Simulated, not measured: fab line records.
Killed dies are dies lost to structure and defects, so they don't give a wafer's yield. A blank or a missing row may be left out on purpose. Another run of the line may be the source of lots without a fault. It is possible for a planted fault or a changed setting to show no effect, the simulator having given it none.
Which tool did it? + flow berkeley cmos170 + Sampling: 7 lots, 21 wafers, 2 of 331 route steps

== WHAT THE GAUGES SHOWED, per wafer ==
UCB170_NLDD_TW_MEAS_11.
| lot  | measured     | on            | NLDD_TW        |
|------|--------------|---------------|----------------|
| L384 | day 6 01:44  | film metro-02 | 2214 2229 2219 |
| L390 | day 7 03:38  | film metro-01 | 2249 2240 2239 |
| L392 | day 8 04:10  | film metro-02 | 2166 2168 2149 |
| L395 | day 8 05:28  | film metro-03 | 2146 2157 2149 |
| L400 | day 9 02:57  | film metro-01 | 2244 2239 2250 |
| L403 | day 9 20:51  | film metro-03 | 2243 2240 2234 |
| L406 | day 10 20:52 | film metro-02 | 2230 2220 2221 |

== WHICH TOOL RAN EACH LOT (tool, then ch and the chambers of the sampled wafers, then the start) ==
| lot  | UCB170_NLDD_IMPLANT_08          |
|------|---------------------------------|
| L384 | implanter-03 ch 0, day 6 01:20  |
| L390 | implanter-03 ch 0, day 7 03:16  |
| L392 | implanter-04 ch 0, day 8 03:46  |
| L395 | implanter-04 ch 0, day 8 05:05  |
| L400 | implanter-03 ch 0, day 9 02:34  |
| L403 | implanter-03 ch 0, day 9 20:29  |
| L406 | implanter-03 ch 0, day 10 20:31 |
- UCB170_NLDD_IMPLANT_08

== THE ANSWER, worked out from the rows above alone ==
Rule: the usual values come from the lots themselves. Put in order of their means at a reading, lots are off if they are a third of the lots or fewer, leave a main group of 4 or more, and stand apart from it by a gap of 3 or more times the standard deviation of the main group's means; of several such gaps the widest counts. If all means in a main group match to the digits the tables above print for the reading, that group is not used. A lot without any number at a reading at which 4 lots or more have one is off too. All remaining lots with rows at the step are treated as sound.
Off: at UCB170_NLDD_TW_MEAS_11 (NLDD_TW), L392, L395. The main group: mean 2234, standard deviation 9.9.
If a tool, at a process step before that reading, ran all the lots that are off and no sound lot after the first of them, it fits. The gauges at UCB170_NLDD_TW_MEAS_11 are tried like those tools. One fits: UCB170_NLDD_IMPLANT_08 on implanter-04. It ran no sound lot before its first lot that is off in this sample, so the start can't be narrowed down.

== WHAT THE SIMULATOR HAD PUT IN ==
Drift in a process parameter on implanter-04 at UCB170_NLDD_IMPLANT_08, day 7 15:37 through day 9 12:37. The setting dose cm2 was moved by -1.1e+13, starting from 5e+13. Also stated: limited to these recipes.
Shown lots that were struck: L392, L395. The rule above reached the same finding.
